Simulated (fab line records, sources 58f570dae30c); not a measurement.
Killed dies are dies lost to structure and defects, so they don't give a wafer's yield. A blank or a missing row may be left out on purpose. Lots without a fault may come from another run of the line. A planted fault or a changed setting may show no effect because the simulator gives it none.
fab line records | flow berkeley_cmos170
record lots=24 wafers=72 last_day=12
route steps=331 shown NWELL@29 PWELL@51 PFIELD@87 FIELD@91 GATE@143 CONTACT@235
lots that met no fault: from a run of the same line without faults
start_h: hours from the record's first day to the start of the lot's first wafer shown | wait_h: hours since the lot's step before | " the same as in the row above | L1.1+2: a row that stands for several wafers | - no value, or no start given | * or withheld: withheld | < > ~ a bound
route shown NAME@n: a module of which the file shows steps, and the number in the route of the first | usual: mean/standard deviation of fault-free wafers | same: alike in all rows | chamber/n: place in a boat | sites: the reading at each site | _std_site: their standard deviation | _edge_site: outer sites' mean less inner sites' | radius_mm: how far each site lies from the wafer's centre | mask NAME#n: copy n | behind: the tool/chamber that last shaped the wafer | hold: why the lot was held/for how many hours/how that ended | device: the transistor (n, p or np) that didn't switch | end of line: the same wafers' tests at the end of the route | a step without rows: its recipe alone | killed: dies lost to structure and defects at the first sort, not the wafer's yield | map: a wafer's dies, x killed, . not, _ none there
set.NAME: the setting as run; set.NAME@STEP: as run at that earlier step | model.NAME: the simulator's own value behind a step, which no gauge read
steps of the route over a sample of lots; a table a step, a row a wafer
services: from which hour (start_h, from the record's first day; less than 0 if before it) a tool's chamber was out of use, for how many hours, and why
## steps
# step UCB170_NWELL_STRIP_15
# recipe chemistry=O2 power_w=400 pressure_mtorr=3500 platen_temp_c=withheld o2_flow_sccm=400 overash_fraction=0.5
# usual drypump_motor_current_A=5.3/0.38 oes_product_au=0.721/0.0042 strip_time_to_endpoint_s=18.04/0.08
# columns lot.wafer tool chamber start_h wait_h drypump_motor_current_A oes_product_au rf_hours_counter_h strip_time_to_endpoint_s
L074.1 plasma_asher-02 0 31.29 0.1 5.0 0.717 33 18.05
L074.2 " 1 " " 5.6 0.731 33 17.97
L074.3 " 1 " " 5.6 0.717 - 18.07
L075.2 plasma_asher-04 1 41.72 0.1 5.5 0.713 26 18.19
L075.4 " 1 " " 5.5 0.719 - 18.11
L075.6 " 0 " " 4.7 0.722 - 18.18
L077.3 plasma_asher-02 1 46.83 0.1 5.6 0.722 - 18.10
L077.4 " 0 " " 5.0 0.731 - 18.13
L077.6 " 0 " " 5.0 0.723 - 18.07
L076.1 plasma_asher-01 0 47.07 0.1 5.3 0.722 30 18.21
L076.3 " 1 " " 5.9 0.719 - 18.18
L076.4 " 0 " " 5.2 0.716 - 18.25
L078.1 plasma_asher-01 0 55.13 0.1 5.2 0.724 31 17.99
L078.3 " 0 " " 5.3 0.727 - 18.03
L078.4 " 1 " " 5.9 0.721 - 18.06
L079.1 plasma_asher-04 1 55.28 0.1 5.5 0.721 28 17.96
L079.4 " 0 " " 4.7 0.724 - 18.00
L079.5 " 0 " " 4.7 0.712 - 17.92
L080.4 plasma_asher-02 0 57.62 0.1 5.0 0.717 - 18.05
L080.5 " 0 " " 5.0 0.729 - 18.00
L080.6 " 1 " " 5.6 0.721 - 17.93
L081.1 plasma_asher-04 1 64.65 0.1 5.5 0.723 29 17.93
L081.4 " 0 " " 4.7 0.722 - 17.97
L081.5 " 0 " " 4.7 0.726 - 17.96
L082.1 plasma_asher-02 0 70.34 0.1 5.1 0.717 38 18.26
L082.2 " 1 " " 5.6 0.720 38 18.05
L082.3 " 0 " " 5.0 0.719 - 18.06
L083.4 plasma_asher-04 0 73.39 0.1 4.7 0.725 - 18.08
L083.5 " 1 " " 5.5 0.721 - 18.18
L083.6 " 0 " " 4.7 0.717 - 18.05
L084.1 plasma_asher-02 1 78.55 0.1 5.6 0.724 39 18.01
L084.4 " 1 " " 5.6 0.713 - 18.09
L084.5 " 0 " " 5.0 0.715 - 18.08
L085.2 plasma_asher-01 0 85.47 0.1 5.3 0.718 34 17.88
L085.5 " 0 " " 5.3 0.726 - 18.09
L085.6 " 1 " " 5.9 0.720 - 17.93
L086.2 plasma_asher-02 1 85.57 0.1 5.6 0.717 40 18.11
L086.3 " 1 " " 5.6 0.729 - 18.10
L086.4 " 0 " " 5.0 0.722 - 17.94
L087.2 plasma_asher-04 1 92.13 0.1 5.5 0.713 32 18.04
L087.4 " 1 " " 5.5 0.716 - 17.96
L087.6 " 0 " " 4.7 0.718 - 17.92
L088.1 plasma_asher-04 1 103.54 0.1 5.5 0.722 34 18.07
L088.2 " 0 " " 4.7 0.724 34 17.98
L088.6 " 0 " " 4.7 0.730 - 17.95
L089.1 plasma_asher-04 1 108.33 0.1 5.5 0.722 34 18.04
L089.2 " 0 " " 4.7 0.714 34 18.07
L089.5 " 0 " " 4.7 0.721 - 18.04
L090.1 plasma_asher-02 1 108.83 0.1 5.6 0.721 43 17.99
L090.2 " 0 " " 5.0 0.720 43 18.07
L090.3 " 0 " " 5.0 0.715 - 18.06
L091.1 plasma_asher-04 1 112.74 0.1 5.5 0.714 35 17.87
L091.3 " 0 " " 4.7 0.722 - 17.94
L091.4 " 1 " " 5.5 0.722 - 17.93
L092.1 plasma_asher-02 1 117.07 0.1 5.6 0.725 44 17.91
L092.3 " 1 " " 5.6 0.724 - 18.05
L092.6 " 1 " " 5.6 0.723 - 17.96
L093.1 plasma_asher-04 1 123.11 0.1 5.5 0.722 36 18.06
L093.4 " 0 " " 4.7 0.719 - 18.09
L093.6 " 0 " " 4.7 0.725 - 18.09
L094.3 plasma_asher-04 1 130.51 0.1 5.5 0.722 - 18.09
L094.5 " 1 " " 5.5 0.717 - 18.00
L094.6 " 0 " " 4.7 0.729 - 18.05
L095.1 plasma_asher-01 1 134.78 0.1 5.8 0.715 2 18.02
L095.4 " 0 " " 5.2 0.720 - 18.11
L095.6 " 0 " " 5.2 0.717 - 18.08
L096.2 plasma_asher-01 1 143.30 0.1 5.9 0.716 3 17.93
L096.3 " 0 " " 5.2 0.721 - 18.00
L096.4 " 1 " " 5.9 0.722 - 18.04
L097.4 plasma_asher-02 1 150.44 0.1 5.6 0.722 - 18.04
L097.5 " 0 " " 5.1 0.723 - 17.93
L097.6 " 1 " " 5.6 0.719 - 17.95
# step UCB170_PWELL_TW_MEAS_17
# usual PWELL_TW=379.4/2.9
# columns lot.wafer tool chamber start_h wait_h PWELL_TW
L074.1 film_metro-03 - 53.21 0.1 382.5
L074.2 " - " " 384.6
L074.3 " - " " 383.3
L075.2 film_metro-01 - 59.67 0.1 382.1
L075.4 " - " " 381.3
L075.6 " - " " 381.7
L077.3 film_metro-01 - 62.13 0.1 378.6
L077.4 " - " " 379.5
L077.6 " - " " 380.8
L076.1 film_metro-04 - 62.39 0.1 376.9
L076.3 " - " " 377.4
L076.4 " - " " 375.0
L080.4 film_metro-04 - 72.94 0.1 376.9
L080.5 " - " " 377.7
L080.6 " - " " 377.1
L078.1 film_metro-03 - 73.18 0.1 382.2
L078.3 " - " " 383.6
L078.4 " - " " 383.1
L079.1 film_metro-04 - 73.48 0.1 375.5
L079.4 " - " " 374.9
L079.5 " - " " 377.5
L081.1 film_metro-04 - 80.52 0.1 376.8
L081.4 " - " " 376.5
L081.5 " - " " 376.7
L082.1 film_metro-03 - 92.21 0.1 382.3
L082.2 " - " " 381.2
L082.3 " - " " 382.9
L083.4 film_metro-04 - 92.36 0.1 377.0
L083.5 " - " " 375.8
L083.6 " - " " 374.9
L084.1 film_metro-03 - 96.68 0.1 383.2
L084.4 " - " " 383.0
L084.5 " - " " 383.1
L085.2 film_metro-04 - 103.39 0.1 378.9
L085.5 " - " " 376.6
L085.6 " - " " 374.4
L086.2 film_metro-01 - 103.82 0.1 379.6
L086.3 " - " " 381.5
L086.4 " - " " 379.9
L087.2 film_metro-03 - 111.45 0.1 381.7
L087.4 " - " " 381.3
L087.6 " - " " 382.7
L088.1 film_metro-01 - 120.55 0.1 380.5
L088.2 " - " " 379.0
L088.6 " - " " 380.2
L089.1 film_metro-04 - 122.57 0.1 376.5
L089.2 " - " " 380.0
L089.5 " - " " 376.9
L090.1 film_metro-03 - 122.84 0.1 382.2
L090.2 " - " " 382.7
L090.3 " - " " 379.4
L091.1 film_metro-03 - 130.26 0.1 382.3
L091.3 " - " " 381.7
L091.4 " - " " 381.0
L092.1 film_metro-01 - 131.89 0.1 380.8
L092.3 " - " " 381.1
L092.6 " - " " 379.9
L093.1 film_metro-01 - 148.60 0.1 379.6
L093.4 " - " " 380.1
L093.6 " - " " 381.2
L094.3 film_metro-03 - 149.19 0.1 383.3
L094.5 " - " " 380.5
L094.6 " - " " 383.0
L095.1 film_metro-01 - 154.59 0.1 379.0
L095.4 " - " " 378.8
L095.6 " - " " 378.0
L096.2 film_metro-04 - 163.78 0.1 371.5
L096.3 " - " " 372.8
L096.4 " - " " 376.6
L097.4 film_metro-03 - 166.42 0.1 380.9
L097.5 " - " " 381.1
L097.6 " - " " 380.8
# step UCB170_PFIELD_STRIP_08
# recipe chemistry=O2 power_w=400 pressure_mtorr=3500 platen_temp_c=withheld o2_flow_sccm=400 overash_fraction=0.5
# usual drypump_motor_current_A=5.26/0.29 oes_product_au=0.735/0.0044 strip_time_to_endpoint_s=21.62/0.055
# columns lot.wafer tool chamber start_h wait_h drypump_motor_current_A oes_product_au rf_hours_counter_h strip_time_to_endpoint_s
L074.1 plasma_asher-03 1 80.05 0.1 5.27 0.731 36 21.57
L074.2 " 0 " " 5.38 0.737 36 21.51
L074.3 " 0 " " 5.40 0.739 - 21.56
L075.2 plasma_asher-04 1 90.32 0.1 5.50 0.732 32 21.64
L075.4 " 0 " " 4.70 0.733 - 21.65
L075.6 " 0 " " 4.68 0.733 - 21.64
L077.3 plasma_asher-03 0 90.88 0.1 5.41 0.734 - 21.57
L077.4 " 1 " " 5.25 0.735 - 21.68
L077.6 " 0 " " 5.42 0.726 - 21.58
L076.1 plasma_asher-02 1 91.04 0.1 5.60 0.738 40 21.61
L076.3 " 1 " " 5.58 0.731 - 21.66
L076.4 " 0 " " 5.05 0.736 - 21.67
L078.1 plasma_asher-04 0 102.16 0.1 4.70 0.731 33 21.67
L078.3 " 1 " " 5.48 0.731 - 21.72
L078.4 " 0 " " 4.69 0.736 - 21.71
L080.4 plasma_asher-02 1 102.47 0.1 5.59 0.733 - 21.64
L080.5 " 1 " " 5.57 0.734 - 21.66
L080.6 " 0 " " 5.04 0.728 - 21.70
L079.1 plasma_asher-03 0 110.16 0.1 5.41 0.746 40 21.66
L079.4 " 1 " " 5.25 0.735 - 21.66
L079.5 " 1 " " 5.24 0.736 - 21.73
L081.1 plasma_asher-02 1 110.51 0.1 5.60 0.726 43 21.71
L081.4 " 1 " " 5.58 0.728 - 21.63
L081.5 " 1 " " 5.60 0.738 - 21.59
L082.1 plasma_asher-03 0 120.07 0.1 5.40 0.738 41 21.51
L082.2 " 1 " " 5.26 0.736 41 21.53
L082.3 " 1 " " 5.27 0.726 - 21.58
L083.4 plasma_asher-04 1 120.56 0.1 5.51 0.737 - 21.63
L083.5 " 1 " " 5.52 0.735 - 21.65
L083.6 " 0 " " 4.73 0.733 - 21.67
L084.1 plasma_asher-03 0 130.10 0.1 5.38 0.740 43 21.54
L084.4 " 1 " " 5.27 0.730 - 21.63
L084.5 " 0 " " 5.39 0.732 - 21.61
L086.2 plasma_asher-03 0 131.65 0.1 5.34 0.733 43 21.61
L086.3 " 0 " " 5.37 0.732 - 21.66
L086.4 " 1 " " 5.26 0.730 - 21.63
L085.2 plasma_asher-02 0 131.96 0.1 5.02 0.745 45 21.70
L085.5 " 1 " " 5.61 0.736 - 21.72
L085.6 " 0 " " 5.03 0.736 - 21.75
L087.2 plasma_asher-02 0 144.70 0.1 5.05 0.730 46 21.68
L087.4 " 0 " " 5.03 0.736 - 21.62
L087.6 " 1 " " 5.60 0.729 - 21.67
L088.1 plasma_asher-02 1 155.71 0.1 5.60 0.731 47 21.59
L088.2 " 0 " " 5.02 0.739 47 21.60
L088.6 " 1 " " 5.59 0.728 - 21.63
L090.1 plasma_asher-03 0 155.81 0.1 5.39 0.740 45 21.69
L090.2 " 1 " " 5.25 0.738 45 21.65
L090.3 " 1 " " 5.27 0.736 - 21.63
L089.1 plasma_asher-04 0 156.05 0.1 4.68 0.739 39 21.55
L089.2 " 1 " " 5.56 0.736 39 21.55
L089.5 " 0 " " 4.67 0.736 - 21.53
L091.1 plasma_asher-03 0 163.02 0.1 5.42 0.728 46 21.56
L091.3 " 1 " " 5.26 0.736 - 21.56
L091.4 " 0 " " 5.41 0.733 - 21.55
L092.1 plasma_asher-03 0 163.46 0.1 5.42 0.738 46 21.62
L092.3 " 1 " " 5.27 0.734 - 21.60
L092.6 " 0 " " 5.40 0.738 - 21.55
L094.3 plasma_asher-02 0 180.68 0.1 5.02 0.734 - 21.68
L094.5 " 1 " " 5.58 0.735 - 21.61
L094.6 " 0 " " 5.03 0.733 - 21.58
L093.1 plasma_asher-04 1 180.92 0.1 5.50 0.735 42 21.65
L093.4 " 0 " " 4.71 0.733 - 21.56
L093.6 " 1 " " 5.52 0.733 - 21.54
L095.1 plasma_asher-04 1 188.04 0.1 5.51 0.733 43 21.61
L095.4 " 1 " " 5.51 0.741 - 21.59
L095.6 " 1 " " 5.52 0.733 - 21.63
L096.2 plasma_asher-04 1 191.67 0.1 5.53 0.730 43 21.57
L096.3 " 0 " " 4.74 0.726 - 21.61
L096.4 " 1 " " 5.49 0.736 - 21.61
L097.4 plasma_asher-03 1 198.26 0.1 5.25 0.735 - 21.61
L097.5 " 0 " " 5.43 0.730 - 21.55
L097.6 " 1 " " 5.26 0.729 - 21.62
# step UCB170_FIELD_THK_MEAS_02
# recipe reads=SiO2_of_FIELD_OXIDATION_01
# usual FIELD_OXIDE_THK=563/8.3
# columns lot.wafer tool chamber start_h wait_h FIELD_OXIDE_THK[nm]
L074.1 film_metro-01 - 84.53 0.0 557
L074.2 " - " " 558
L074.3 " - " " 550
L076.1 film_metro-03 - 96.82 0.0 562
L076.3 " - " " 565
L076.4 " - " " 560
L075.2 film_metro-01 - 96.83 0.0 546
L075.4 " - " " 555
L075.6 " - " " 556
L077.3 film_metro-04 - 96.84 0.0 569
L077.4 " - " " 558
L077.6 " - " " 562
L078.1 film_metro-04 - 107.89 0.0 558
L078.3 " - " " 558
L078.4 " - " " 562
L080.4 film_metro-01 - 107.92 0.0 560
L080.5 " - " " 559
L080.6 " - " " 558
L081.1 film_metro-01 - 116.68 0.0 563
L081.4 " - " " 553
L081.5 " - " " 550
L079.1 film_metro-03 - 116.70 0.0 575
L079.4 " - " " 556
L079.5 " - " " 554
L082.1 film_metro-01 - 124.86 0.0 546
L082.2 " - " " 555
L082.3 " - " " 553
L083.4 film_metro-03 - 124.89 0.0 561
L083.5 " - " " 569
L083.6 " - " " 562
L084.1 film_metro-03 - 135.27 0.0 562
L084.4 " - " " 569
L084.5 " - " " 558
L086.2 film_metro-01 - 135.28 0.0 569
L086.3 " - " " 563
L086.4 " - " " 559
L085.2 film_metro-04 - 139.63 0.0 569
L085.5 " - " " 565
L085.6 " - " " 568
L087.2 film_metro-04 - 150.85 0.0 569
L087.4 " - " " 574
L087.6 " - " " 567
L088.1 film_metro-04 - 164.19 0.0 579
L088.2 " - " " 567
L088.6 " - " " 577
L089.1 film_metro-03 - 164.19 0.0 574
L089.2 " - " " 567
L089.5 " - " " 560
L090.1 film_metro-01 - 164.19 0.0 573
L090.2 " - " " 586
L090.3 " - " " 583
L091.1 film_metro-04 - 170.04 0.0 571
L091.3 " - " " 566
L091.4 " - " " 572
L092.1 film_metro-04 - 170.10 0.1 570
L092.3 " - " " 551
L092.6 " - " " 561
L093.1 film_metro-04 - 185.17 0.0 555
L093.4 " - " " 566
L093.6 " - " " 568
L094.3 film_metro-03 - 185.19 0.0 550
L094.5 " - " " 553
L094.6 " - " " 546
L095.1 film_metro-04 - 195.06 0.0 558
L095.4 " - " " 565
L095.6 " - " " 553
L096.2 film_metro-03 - 195.07 0.0 563
L096.3 " - " " 554
L096.4 " - " " 562
L097.4 film_metro-04 - 203.29 0.0 561
L097.5 " - " " 564
L097.6 " - " " 561
# step UCB170_GATE_CD_MEAS_90
# recipe target_cd_nm=350
# usual cd_nm=350.1/1.4
# columns lot.wafer tool chamber start_h wait_h cd_nm
L074.1 cd_sem-02 - 121.70 0.3 350.0
L074.2 " - " " 351.5
L074.3 " - " " 350.7
L076.1 cd_sem-01 - 125.13 0.2 350.8
L076.3 " - " " 351.6
L076.4 " - " " 351.4
L075.2 cd_sem-01 - 125.40 0.1 351.2
L075.4 " - " " 349.6
L075.6 " - " " 351.3
L077.3 cd_sem-01 - 125.65 0.1 351.5
L077.4 " - " " 351.2
L077.6 " - " " 352.5
L080.4 cd_sem-01 - 150.03 0.1 350.9
L080.5 " - " " 350.0
L080.6 " - " " 352.8
L078.1 cd_sem-02 - 150.22 0.1 349.1
L078.3 " - " " 349.0
L078.4 " - " " 349.1
L081.1 cd_sem-02 - 155.13 0.1 350.7
L081.4 " - " " 349.6
L081.5 " - " " 349.9
L079.1 cd_sem-02 - 155.37 0.1 350.3
L079.4 " - " " 350.5
L079.5 " - " " 349.6
L082.1 cd_sem-02 - 165.35 0.1 348.2
L082.2 " - " " 348.9
L082.3 " - " " 350.3
L083.4 cd_sem-01 - 165.69 0.1 351.2
L083.5 " - " " 350.0
L083.6 " - " " 350.6
L084.1 cd_sem-02 - 179.01 0.1 349.3
L084.4 " - " " 350.1
L084.5 " - " " 347.7
L086.2 cd_sem-02 - 179.15 0.1 349.4
L086.3 " - " " 348.0
L086.4 " - " " 349.6
L085.2 cd_sem-01 - 179.41 0.1 349.7
L085.5 " - " " 347.1
L085.6 " - " " 348.6
L087.2 cd_sem-01 - 188.50 0.1 350.2
L087.4 " - " " 350.9
L087.6 " - " " 349.8
L089.1 cd_sem-01 - 200.20 0.1 351.9
L089.2 " - " " 351.7
L089.5 " - " " 352.4
L088.1 cd_sem-02 - 200.35 0.1 349.8
L088.2 " - " " 350.4
L088.6 " - " " 351.6
L090.1 cd_sem-01 - 200.39 0.1 348.4
L090.2 " - " " 346.2
L090.3 " - " " 348.4
L091.1 cd_sem-01 - 207.75 0.2 348.4
L091.3 " - " " 351.4
L091.4 " - " " 348.8
L092.1 cd_sem-01 - 208.11 0.3 351.5
L092.3 " - " " 352.2
L092.6 " - " " 350.9
L093.1 cd_sem-01 - 221.29 0.2 350.3
L093.4 " - " " 350.5
L093.6 " - " " 349.8
L094.3 cd_sem-01 - 221.57 0.3 349.1
L094.5 " - " " 347.6
L094.6 " - " " 347.5
L096.2 cd_sem-02 - 231.58 0.1 350.0
L096.3 " - " " 350.7
L096.4 " - " " 351.3
L095.1 cd_sem-02 - 231.68 0.1 352.0
L095.4 " - " " 350.6
L095.6 " - " " 351.4
L097.4 cd_sem-02 - 239.48 0.1 349.5
L097.5 " - " " 348.3
L097.6 " - " " 347.7
# step UCB170_CONTACT_STRIP_19
# recipe chemistry=O2 power_w=400 pressure_mtorr=3500 platen_temp_c=withheld o2_flow_sccm=400 overash_fraction=0.5
# usual drypump_motor_current_A=5.3/0.39 oes_product_au=0.726/0.0047
# columns lot.wafer tool chamber start_h wait_h drypump_motor_current_A oes_product_au rf_hours_counter_h
L074.1 plasma_asher-01 1 141.95 - 5.9 0.727 3
L074.2 " 0 " " 5.2 0.727 3
L074.3 " 0 " " 5.2 0.726 -
L075.2 plasma_asher-01 1 146.93 - 5.9 0.735 3
L075.4 " 0 " " 5.2 0.728 -
L075.6 " 1 " " 5.9 0.723 -
L076.1 plasma_asher-04 0 147.23 - 4.7 0.722 38
L076.3 " 1 " " 5.5 0.725 -
L076.4 " 0 " " 4.7 0.720 -
L077.3 plasma_asher-04 0 149.66 - 4.7 0.728 -
L077.4 " 1 " " 5.5 0.722 -
L077.6 " 0 " " 4.7 0.727 -
L080.4 plasma_asher-02 0 170.03 - 5.0 0.722 -
L080.5 " 0 " " 5.0 0.715 -
L080.6 " 1 " " 5.6 0.728 -
L078.1 plasma_asher-02 0 170.51 - 5.0 0.723 49
L078.3 " 0 " " 5.0 0.735 -
L078.4 " 1 " " 5.6 0.723 -
L081.1 plasma_asher-01 1 178.79 - 5.9 0.722 6
L081.4 " 1 " " 5.9 0.719 -
L081.5 " 0 " " 5.2 0.722 -
L079.1 plasma_asher-02 0 178.83 - 5.1 0.727 49
L079.4 " 0 " " 5.0 0.731 -
L079.5 " 0 " " 5.0 0.728 -
L082.1 plasma_asher-04 1 184.07 - 5.5 0.721 42
L082.2 " 0 " " 4.7 0.729 42
L082.3 " 1 " " 5.5 0.724 -
L083.4 plasma_asher-02 0 185.61 - 5.0 0.729 -
L083.5 " 0 " " 5.0 0.725 -
L083.6 " 1 " " 5.6 0.727 -
L086.2 plasma_asher-04 1 199.57 - 5.5 0.721 44
L086.3 " 0 " " 4.7 0.728 -
L086.4 " 1 " " 5.5 0.727 -
L084.1 plasma_asher-01 0 202.42 - 5.3 0.726 9
L084.4 " 1 " " 5.9 0.722 -
L084.5 " 1 " " 5.9 0.721 -
L085.2 plasma_asher-02 1 202.66 - 5.6 0.717 52
L085.5 " 1 " " 5.6 0.725 -
L085.6 " 0 " " 5.0 0.731 -
L087.2 plasma_asher-04 1 210.90 - 5.5 0.726 46
L087.4 " 0 " " 4.7 0.718 -
L087.6 " 1 " " 5.5 0.725 -
L088.1 plasma_asher-04 1 221.97 - 5.5 0.725 47
L088.2 " 0 " " 4.7 0.731 47
L088.6 " 1 " " 5.5 0.729 -
L089.1 plasma_asher-01 0 223.01 - 5.2 0.729 12
L089.2 " 1 " " 5.9 0.728 12
L089.5 " 0 " " 5.2 0.726 -
L090.1 plasma_asher-01 1 225.29 - 5.9 0.723 12
L090.2 " 0 " " 5.2 0.724 12
L090.3 " 0 " " 5.3 0.732 -
L092.1 plasma_asher-01 0 229.28 - 5.3 0.727 12
L092.3 " 0 " " 5.2 0.726 -
L092.6 " 0 " " 5.2 0.725 -
L091.1 plasma_asher-02 1 229.43 - 5.6 0.724 56
L091.3 " 0 " " 5.1 0.717 -
L091.4 " 1 " " 5.6 0.727 -
L094.3 plasma_asher-01 1 241.80 - 5.9 0.729 -
L094.5 " 0 " " 5.3 0.726 -
L094.6 " 1 " " 5.9 0.724 -
L093.1 plasma_asher-04 0 241.88 - 4.7 0.727 49
L093.4 " 0 " " 4.7 0.720 -
L093.6 " 1 " " 5.5 0.716 -
L096.2 plasma_asher-01 1 250.41 - 5.9 0.720 15
L096.3 " 0 " " 5.2 0.732 -
L096.4 " 1 " " 5.9 0.725 -
L095.1 plasma_asher-04 1 250.51 - 5.5 0.720 50
L095.4 " 1 " " 5.5 0.732 -
L095.6 " 1 " " 5.5 0.721 -
L097.4 plasma_asher-01 1 262.87 - 5.9 0.726 -
L097.5 " 0 " " 5.3 0.726 -
L097.6 " 1 " " 5.9 0.728 -
## services
# columns tool chamber start_h hours kind
plasma_asher-01 - 17.12 17.9 repair
plasma_asher-01 - 38.86 3.4 pm
plasma_asher-02 - 48.55 0.6 repair
plasma_asher-01 - 108.81 9.0 pm
plasma_asher-01 0 108.81 9.0 vent_cycle
plasma_asher-01 1 108.81 9.0 vent_cycle
plasma_asher-01 0 117.81 - clean
plasma_asher-01 1 117.81 - clean
plasma_asher-02 - 118.50 8.3 repair
plasma_asher-01 - 169.14 2.3 repair
plasma_asher-03 - 199.18 10.5 repair
plasma_asher-04 - 231.83 1.4 repair
plasma_asher-03 - 244.97 2.8 pm
plasma_asher-03 - 262.28 1.5 repair
## key
fault none
